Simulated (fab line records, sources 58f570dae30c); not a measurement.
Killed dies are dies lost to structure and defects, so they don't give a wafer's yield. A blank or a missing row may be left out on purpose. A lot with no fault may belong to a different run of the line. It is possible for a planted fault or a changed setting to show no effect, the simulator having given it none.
Which tool is to blame? -- flow berkeley_cmos170 -- at 1 step of a route of 331, 7 lots with 21 wafers sampled

WHAT EACH GAUGE READ, for each wafer
UCB170_NSD_TW_MEAS_10.
lot,measured,on,NSD_TW
L718,day 6 12:46,film_metro-02,4090 4142 4108
L721,day 7 12:58,film_metro-03,4200 4174 4160
L724,day 8 07:55,film_metro-02,4151 4141 4128
L727,day 9 00:35,film_metro-02,4112 4129 4119
L729,day 9 02:47,film_metro-03,4193 4185 4181
L732,day 10 04:44,film_metro-02,4141 4133 4153
L739,day 11 01:17,film_metro-03,4189 4167 4197

EACH LOT AND THE TOOL THAT RAN IT (in order: tool; ch and the chambers of the sampled wafers; start)
No process step before these readings appears in the record.

THE ANSWER, worked out from the rows above alone
Rule: the lots themselves supply what counts as usual. The widest of any qualifying gaps counts: lots, ordered by their means at a reading, are off when they make up no more than a third of the lots, leave a main group of 4 or more, and stand apart from it by 3 or more times the standard deviation of that group's means. The tables above print the reading to a certain number of digits; a main group whose means all agree to those digits is not used. Also off: a lot with no number at a reading for which 4 or more lots have one. Where the step has rows for the other lots, those lots are counted as sound.
Nothing can be told from this: no lot is off at any reading shown.

WHAT THE SIMULATOR HAD PUT IN
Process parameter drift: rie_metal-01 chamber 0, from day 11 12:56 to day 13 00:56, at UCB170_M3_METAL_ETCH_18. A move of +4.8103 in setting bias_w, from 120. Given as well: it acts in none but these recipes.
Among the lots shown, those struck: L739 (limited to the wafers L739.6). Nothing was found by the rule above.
